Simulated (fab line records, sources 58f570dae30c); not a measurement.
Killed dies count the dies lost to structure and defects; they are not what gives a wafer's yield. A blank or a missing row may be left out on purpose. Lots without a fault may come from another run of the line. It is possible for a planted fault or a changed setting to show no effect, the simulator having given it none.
fab line records -- flow berkeley-cmos170
[record] lots = 14, wafers = 42, last-day = 11
route steps=331 shown NWELL@27 WELLDRIVE@57 ACTIVE@66 PVT@121
lots that met no fault: taken from a fault-free run of the same line
start-h: hours from the record's first day to the start of the lot's first wafer shown -- wait-h: time in hours since the lot's previous step -- " the same as in the row above -- L1.1+2: several wafers, shown together as one row -- - no value, or no start given -- * or withheld: withheld -- < > ~ a bound
route shown NAME@n: NAME is a module with steps in the file, n the number in the route of the first one -- usual: mean/standard deviation of fault-free wafers -- same: alike in all rows -- chamber/n: place in a boat -- sites: each site's reading -- _std_site: how widely they spread, as a standard deviation -- _edge_site: mean of outer sites minus mean of inner sites -- radius-mm: how far each site lies from the wafer's centre -- mask NAME#n: copy n -- behind: the last tool/chamber to shape the wafer -- hold: cause of the lot's hold/its duration in hours/its outcome -- device: whichever transistor did not switch (one of n, p or np) -- end of line: the tests these same wafers got at the end of their route -- a step with no rows: only its recipe -- killed: dies lost to structure and defects at the first sort, not the wafer's yield -- map: per-die view of a wafer (x killed, . not killed, _ where there is no die)
set.NAME: the setting that was run; set.NAME@STEP: the one run at that earlier step -- model.NAME: the simulator's own value behind a step, which no gauge read
route steps across a sampled set of lots; one table per step, one row per wafer
services: the hour from which a tool's chamber was out of use, counted from the record's first day as start-h (under 0 if before that day), plus the number of hours and why
[[steps]]
[step UCB170_NWELL_ETCH_13]
[recipe] chemistry = CH3F/Ar/O2, target = Si3N4, stop-on = SiO2, CH3F_flow_sccm = 20, Ar_flow_sccm = 50, O2_flow_sccm = 7, pressure-mtorr = 50, rf-w = 450, target-depth-a = 2464, over-etch-frac = 0.1, time-s = 154
[usual] drypump-motor-current-A = 5.5/0.44, oes-product-au = 0.947/0.015, run-length-s = 182.2/0.43, throttle-valve-pct = 7.99/0.12
lot.wafer,tool,chamber,start-h,wait-h,drypump-motor-current-A,oes-product-au,rf-hours-counter-h,run-length-s,throttle-valve-pct
L327.1,rie-diel-04,1,29.95,0.0,5.4,0.942,9,181.8,7.96
L327.2,rie-diel-04,3,29.95,0.0,4.8,0.926,23,182.5,7.97
L327.5,rie-diel-04,1,29.95,0.0,5.4,0.956,-,181.8,7.96
L328.2,rie-diel-01,1,30.23,0.0,4.6,0.926,7,182.1,7.94
L328.3,rie-diel-01,0,30.23,0.0,5.5,0.933,132,182.4,8.03
L328.4,rie-diel-01,2,30.23,0.0,5.1,0.965,-,181.9,8.17
L329.1,rie-diel-03,2,36.66,0.0,6.2,0.951,74,181.5,7.90
L329.3,rie-diel-03,1,36.66,0.0,5.4,0.974,5,181.9,8.17
L329.6,rie-diel-03,0,36.66,0.0,5.8,0.945,-,181.9,7.99
L330.1,rie-diel-04,2,43.61,0.0,5.7,0.957,45,183.1,8.06
L330.3,rie-diel-04,1,43.61,0.0,5.4,0.951,10,181.9,7.96
L330.4,rie-diel-04,3,43.61,0.0,4.8,0.925,23,182.7,7.98
L331.1,rie-diel-01,0,55.24,0.1,5.5,0.948,133,182.0,8.02
L331.2,rie-diel-01,1,55.24,0.1,4.6,0.939,8,182.0,7.93
L331.4,rie-diel-01,2,55.24,0.1,5.1,0.974,151,182.2,8.16
L332.1,rie-diel-03,2,55.34,0.0,6.2,0.950,75,181.3,7.90
L332.3,rie-diel-03,3,55.34,0.0,5.6,0.953,3,182.2,7.82
L332.4,rie-diel-03,3,55.34,0.0,5.6,0.946,-,182.2,7.80
L333.3,rie-diel-03,3,68.31,0.0,5.6,0.946,3,182.2,7.82
L333.4,rie-diel-03,3,68.31,0.0,5.6,0.939,-,182.1,7.83
L333.5,rie-diel-03,2,68.31,0.0,6.2,0.945,-,181.3,7.90
L338.1,rie-diel-01,0,93.61,0.0,5.5,0.945,134,182.2,8.03
L338.4,rie-diel-01,2,93.61,0.0,5.1,0.960,-,182.0,8.17
L338.5,rie-diel-01,0,93.61,0.0,5.5,0.944,-,182.0,8.03
L340.1,rie-diel-04,0,97.98,0.0,5.4,0.948,1,182.2,8.19
L340.2,rie-diel-04,1,97.98,0.0,5.4,1.040,13,85.8,7.96
L340.4,rie-diel-04,3,97.98,0.0,4.8,0.935,26,182.5,7.98
L342.1,rie-diel-04,1,109.68,0.0,5.4,1.026,13,86.1,7.96
L342.2,rie-diel-04,2,109.68,0.0,5.7,0.976,48,182.8,8.07
L342.5,rie-diel-04,1,109.68,0.0,5.4,1.022,-,85.7,7.95
L345.1,rie-diel-03,0,120.45,0.0,5.8,0.939,11,182.3,7.98
L345.2,rie-diel-03,2,120.45,0.0,6.2,0.945,77,181.8,7.88
L345.6,rie-diel-03,3,120.45,0.0,5.6,0.937,-,182.3,7.81
L346.1,rie-diel-01,0,120.73,0.0,5.5,0.945,136,181.9,8.02
L346.4,rie-diel-01,3,120.73,0.0,6.0,0.923,3,182.2,7.78
L346.5,rie-diel-01,2,120.73,0.0,5.1,0.963,-,182.3,8.17
L347.2,rie-diel-01,1,126.71,0.0,4.7,0.930,10,182.1,7.93
L347.4,rie-diel-01,3,126.71,0.0,6.0,0.920,3,182.3,7.81
L347.6,rie-diel-01,3,126.71,0.0,6.0,0.917,-,182.6,7.79
L348.1,rie-diel-03,2,139.11,0.0,6.2,0.954,78,181.6,7.89
L348.2,rie-diel-03,1,139.11,0.0,5.4,0.965,8,182.1,8.16
L348.4,rie-diel-03,0,139.11,0.0,5.8,0.942,12,182.0,7.99
[step UCB170_NWELL_STRIP_15]
[recipe] chemistry = O2, power-w = 400, pressure-mtorr = 3500, platen-temp-c = withheld, o2-flow-sccm = 400, overash-fraction = 0.5
[usual] drypump-motor-current-A = 5.5/0.45, oes-product-au = 0.721/0.0047, strip-time-to-endpoint-s = 18.02/0.075
lot.wafer,tool,chamber,start-h,wait-h,drypump-motor-current-A,oes-product-au,rf-hours-counter-h,strip-time-to-endpoint-s
L327.1,plasma-asher-03,1,30.20,0.1,5.4,0.723,26,17.85
L327.2,plasma-asher-03,0,30.20,0.1,5.1,0.727,26,17.89
L327.5,plasma-asher-03,1,30.20,0.1,5.4,0.724,-,17.92
L328.2,plasma-asher-04,1,30.48,0.1,6.2,0.727,30,18.04
L328.3,plasma-asher-04,0,30.48,0.1,5.4,0.720,-,18.16
L328.4,plasma-asher-04,1,30.48,0.1,6.2,0.718,-,17.93
L329.1,plasma-asher-04,0,36.91,0.1,5.4,0.719,30,18.11
L329.3,plasma-asher-04,0,36.91,0.1,5.4,0.726,-,18.08
L329.6,plasma-asher-04,0,36.91,0.1,5.4,0.714,-,18.01
L330.1,plasma-asher-04,0,43.86,0.1,5.4,0.719,31,18.07
L330.3,plasma-asher-04,1,43.86,0.1,6.2,0.724,-,18.03
L330.4,plasma-asher-04,0,43.86,0.1,5.4,0.720,-,18.04
L331.1,plasma-asher-02,1,55.49,0.1,6.0,0.722,35,18.11
L331.2,plasma-asher-02,0,55.49,0.1,4.8,0.719,35,18.06
L331.4,plasma-asher-02,1,55.49,0.1,6.0,0.725,-,18.05
L332.1,plasma-asher-03,1,55.59,0.1,5.4,0.726,29,18.04
L332.3,plasma-asher-03,1,55.59,0.1,5.4,0.717,-,18.00
L332.4,plasma-asher-03,0,55.59,0.1,5.1,0.721,-,18.02
L333.3,plasma-asher-04,0,68.59,0.1,5.4,0.717,-,18.02
L333.4,plasma-asher-04,1,68.59,0.1,6.2,0.717,-,18.03
L333.5,plasma-asher-04,1,68.59,0.1,6.2,0.716,-,17.96
L338.1,plasma-asher-02,1,93.86,0.1,6.0,0.719,39,18.10
L338.4,plasma-asher-02,0,93.86,0.1,4.8,0.719,-,17.99
L338.5,plasma-asher-02,0,93.86,0.1,4.8,0.728,-,18.15
L340.1,plasma-asher-03,0,98.25,0.1,5.1,0.720,32,18.07
L340.2,plasma-asher-03,1,98.25,0.1,5.4,0.722,32,20.53
L340.4,plasma-asher-03,1,98.25,0.1,5.4,0.718,-,18.03
L342.1,plasma-asher-04,1,109.93,0.1,6.2,0.729,38,20.44
L342.2,plasma-asher-04,0,109.93,0.1,5.4,0.726,38,17.98
L342.5,plasma-asher-04,1,109.93,0.1,6.2,0.732,-,20.43
L345.1,plasma-asher-02,0,120.71,0.1,4.8,0.719,42,17.90
L345.2,plasma-asher-02,1,120.71,0.1,6.0,0.714,42,17.98
L345.6,plasma-asher-02,0,120.71,0.1,4.8,0.723,-,17.96
L346.1,plasma-asher-03,1,120.99,0.1,5.4,0.720,36,18.01
L346.4,plasma-asher-03,0,120.99,0.1,5.1,0.723,-,18.05
L346.5,plasma-asher-03,0,120.99,0.1,5.1,0.713,-,17.90
L347.2,plasma-asher-03,1,126.96,0.1,5.4,0.720,36,18.11
L347.4,plasma-asher-03,0,126.96,0.1,5.1,0.729,-,18.08
L347.6,plasma-asher-03,1,126.96,0.1,5.4,0.717,-,18.11
L348.1,plasma-asher-04,1,139.37,0.1,6.2,0.726,41,17.97
L348.2,plasma-asher-04,0,139.37,0.1,5.4,0.717,41,17.93
L348.4,plasma-asher-04,0,139.37,0.1,5.4,0.720,-,17.87
[step UCB170_WELLDRIVE_THK_MEAS_02]
[recipe] reads = SiO2_of_WELLDRIVE_OXIDATION_01
[usual] WELLDRIVE_OXIDE_THK = 200/3.2
lot.wafer,tool,chamber,start-h,wait-h,WELLDRIVE_OXIDE_THK[nm]
L327.1,film-metro-04,-,67.86,0.0,202
L327.2,film-metro-04,-,67.86,0.0,204
L327.5,film-metro-04,-,67.86,0.0,207
L329.1,film-metro-03,-,67.86,0.0,199
L329.3,film-metro-03,-,67.86,0.0,198
L329.6,film-metro-03,-,67.86,0.0,200
L328.2,film-metro-02,-,67.87,0.0,204
L328.3,film-metro-02,-,67.87,0.0,201
L328.4,film-metro-02,-,67.87,0.0,201
L330.1,film-metro-04,-,80.59,0.0,205
L330.3,film-metro-04,-,80.59,0.0,204
L330.4,film-metro-04,-,80.59,0.0,206
L331.1,film-metro-03,-,91.12,0.0,204
L331.2,film-metro-03,-,91.12,0.0,206
L331.4,film-metro-03,-,91.12,0.0,203
L332.1,film-metro-04,-,91.12,0.0,200
L332.3,film-metro-04,-,91.12,0.0,199
L332.4,film-metro-04,-,91.12,0.0,195
L333.3,film-metro-03,-,101.24,0.0,202
L333.4,film-metro-03,-,101.24,0.0,202
L333.5,film-metro-03,-,101.24,0.0,203
L338.1,film-metro-04,-,121.99,0.0,203
L338.4,film-metro-04,-,121.99,0.0,202
L338.5,film-metro-04,-,121.99,0.0,200
L340.1,film-metro-04,-,126.92,0.0,199
L340.4,film-metro-04,-,126.92,0.0,198
L342.2,film-metro-04,-,146.82,0.0,201
L345.1,film-metro-04,-,151.64,0.0,199
L345.2,film-metro-04,-,151.64,0.0,198
L345.6,film-metro-04,-,151.64,0.0,193
L346.1,film-metro-03,-,151.64,0.0,201
L346.4,film-metro-03,-,151.64,0.0,198
L346.5,film-metro-03,-,151.64,0.0,197
L347.2,film-metro-04,-,155.15,0.0,197
L347.4,film-metro-04,-,155.15,0.0,196
L347.6,film-metro-04,-,155.15,0.0,198
L348.1,film-metro-04,-,165.32,0.0,198
L348.2,film-metro-04,-,165.32,0.0,198
L348.4,film-metro-04,-,165.32,0.0,202
[step UCB170_ACTIVE_THK_MEAS_06]
[recipe] reads = Si3N4_of_ACTIVE_CVD_05
[usual] ACTIVE_NITRIDE_THK = 220.6/1.6
lot.wafer,tool,chamber,start-h,wait-h,ACTIVE_NITRIDE_THK[nm]
L329.1,film-metro-03,-,92.25,0.0,218.6
L329.3,film-metro-03,-,92.25,0.0,217.5
L329.6,film-metro-03,-,92.25,0.0,219.8
L328.2,film-metro-02,-,92.26,0.0,220.4
L328.3,film-metro-02,-,92.26,0.0,221.1
L328.4,film-metro-02,-,92.26,0.0,221.3
L327.1,film-metro-01,-,92.28,0.0,221.2
L327.2,film-metro-01,-,92.28,0.0,221.9
L327.5,film-metro-01,-,92.28,0.0,221.8
L330.1,film-metro-01,-,98.29,0.0,221.7
L330.3,film-metro-01,-,98.29,0.0,222.8
L330.4,film-metro-01,-,98.29,0.0,220.2
L331.1,film-metro-03,-,106.00,0.0,220.3
L331.2,film-metro-03,-,106.00,0.0,222.2
L331.4,film-metro-03,-,106.00,0.0,222.0
L332.1,film-metro-02,-,106.00,0.0,221.0
L332.3,film-metro-02,-,106.00,0.0,222.9
L332.4,film-metro-02,-,106.00,0.0,221.5
L333.3,film-metro-03,-,113.32,0.0,218.6
L333.4,film-metro-03,-,113.32,0.0,220.7
L333.5,film-metro-03,-,113.32,0.0,222.2
L338.1,film-metro-03,-,134.36,0.0,222.1
L338.4,film-metro-03,-,134.36,0.0,223.9
L338.5,film-metro-03,-,134.36,0.0,224.2
L340.1,film-metro-03,-,144.78,0.0,218.4
L340.4,film-metro-03,-,144.78,0.0,218.9
L342.2,film-metro-03,-,163.01,0.0,220.4
L345.1,film-metro-03,-,167.95,0.0,219.8
L345.2,film-metro-03,-,167.95,0.0,219.7
L345.6,film-metro-03,-,167.95,0.0,219.5
L346.1,film-metro-01,-,167.95,0.0,219.9
L346.4,film-metro-01,-,167.95,0.0,217.6
L346.5,film-metro-01,-,167.95,0.0,218.1
L347.2,film-metro-02,-,167.96,0.0,220.4
L347.4,film-metro-02,-,167.96,0.0,219.5
L347.6,film-metro-02,-,167.96,0.0,219.3
L348.1,film-metro-03,-,180.72,0.0,219.5
L348.2,film-metro-03,-,180.72,0.0,222.5
L348.4,film-metro-03,-,180.72,0.0,221.8
[step UCB170_PVT_OVL_MEAS_06]
[usual] PVT_OVL = 3/7
lot.wafer,tool,chamber,start-h,wait-h,PVT_OVL[nm]
L329.1,overlay-01,-,119.44,-,2
L329.3,overlay-01,-,119.44,-,4
L329.6,overlay-01,-,119.44,-,-4
L328.2,overlay-01,-,119.72,-,-2
L328.3,overlay-01,-,119.72,-,4
L328.4,overlay-01,-,119.72,-,5
L327.1,overlay-02,-,119.99,-,0
L327.2,overlay-02,-,119.99,-,-5
L327.5,overlay-02,-,119.99,-,-3
L330.1,overlay-01,-,131.15,-,9
L330.3,overlay-01,-,131.15,-,12
L330.4,overlay-01,-,131.15,-,5
L331.1,overlay-02,-,139.22,-,12
L331.2,overlay-02,-,139.22,-,5
L331.4,overlay-02,-,139.22,-,7
L332.1,overlay-02,-,139.49,-,4
L332.3,overlay-02,-,139.49,-,13
L332.4,overlay-02,-,139.49,-,8
L333.3,overlay-01,-,142.72,-,3
L333.4,overlay-01,-,142.72,-,3
L333.5,overlay-01,-,142.72,-,6
L338.1,overlay-02,-,168.18,-,-5
L338.4,overlay-02,-,168.18,-,-5
L338.5,overlay-02,-,168.18,-,-5
L340.1,overlay-02,-,175.37,-,-11
L340.4,overlay-02,-,175.37,-,-4
L342.2,overlay-01,-,193.94,-,-7
L346.1,overlay-02,-,198.81,-,13
L346.4,overlay-02,-,198.81,-,2
L346.5,overlay-02,-,198.81,-,9
L347.2,overlay-02,-,199.49,-,-3
L347.4,overlay-02,-,199.49,-,-4
L347.6,overlay-02,-,199.49,-,-2
L345.1,overlay-01,-,199.53,-,11
L345.2,overlay-01,-,199.53,-,5
L345.6,overlay-01,-,199.53,-,4
L348.1,overlay-02,-,212.68,-,1
L348.2,overlay-02,-,212.68,-,-2
L348.4,overlay-02,-,212.68,-,-6
[[services]]
tool,chamber,start-h,hours,kind
plasma-asher-04,-,10.57,1.3,repair
rie-diel-01,-,11.45,0.8,repair
rie-diel-01,3,25.32,-,clean
rie-diel-01,3,25.32,18.0,scheduled-down
rie-diel-01,3,25.32,18.0,vent-cycle
rie-diel-03,1,51.38,30.0,repair
rie-diel-04,2,55.14,3.5,repair
rie-diel-04,0,58.59,-,clean
rie-diel-04,0,58.59,22.3,scheduled-down
rie-diel-04,0,58.59,22.3,vent-cycle
plasma-asher-02,-,87.50,2.8,pm
rie-diel-01,3,89.99,7.4,repair
plasma-asher-02,-,134.17,10.2,repair
rie-diel-04,3,136.74,13.7,repair
[[key]]
[first-sign] step = UCB170_NWELL_ETCH_13, reading = run-length-s, direction = down, sigmas = 99+, usual = *, struck = *
[effect] step = UCB170_NWELL_ETCH_13, reading = oes-product-au, direction = up, sigmas = 5.4, usual = 0.947, struck = 1.029
[effect] step = UCB170_NWELL_STRIP_15, reading = strip-time-to-endpoint-s, direction = up, sigmas = 33, usual = *, struck = *
met-at UCB170_NWELL_ETCH_13
struck-lots L340,L342
struck-wafers L340.2,L342.1,L342.5
later-rows-left-out L340.2,L342.1,L342.5
sort-left-out L340.2,L342.1,L342.5
tester-left-out L340,L342
not-acting-at UCB170_WELLDRIVE_THK_MEAS_02,UCB170_ACTIVE_THK_MEAS_06,UCB170_PVT_OVL_MEAS_06
onset-between 43.61 97.98
[fault] kind = process-parameter-drift, tool = rie-diel-04, chamber = 1, onset-h = 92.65, steps = UCB170_NWELL_ETCH_13, channel = time-s, offset = *, shape = step, end-h = 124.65, acts-in = *, stated = *
// tester-left-out: of these lots the tester's yield and bins aren't shown, on N5 and GAA mostly nor the transistor test; their killed dies are dies lost to structure and defects alone, not to doping, threshold or leakage, so they don't give the yield
// sort-left-out: the simulated sort isn't trusted on such a fault, so these wafers' sort isn't shown, and their yield isn't known
// later-rows-left-out: the simulator's readings of these wafers behind a module that went badly wrong aren't trusted and aren't shown, but for the sort
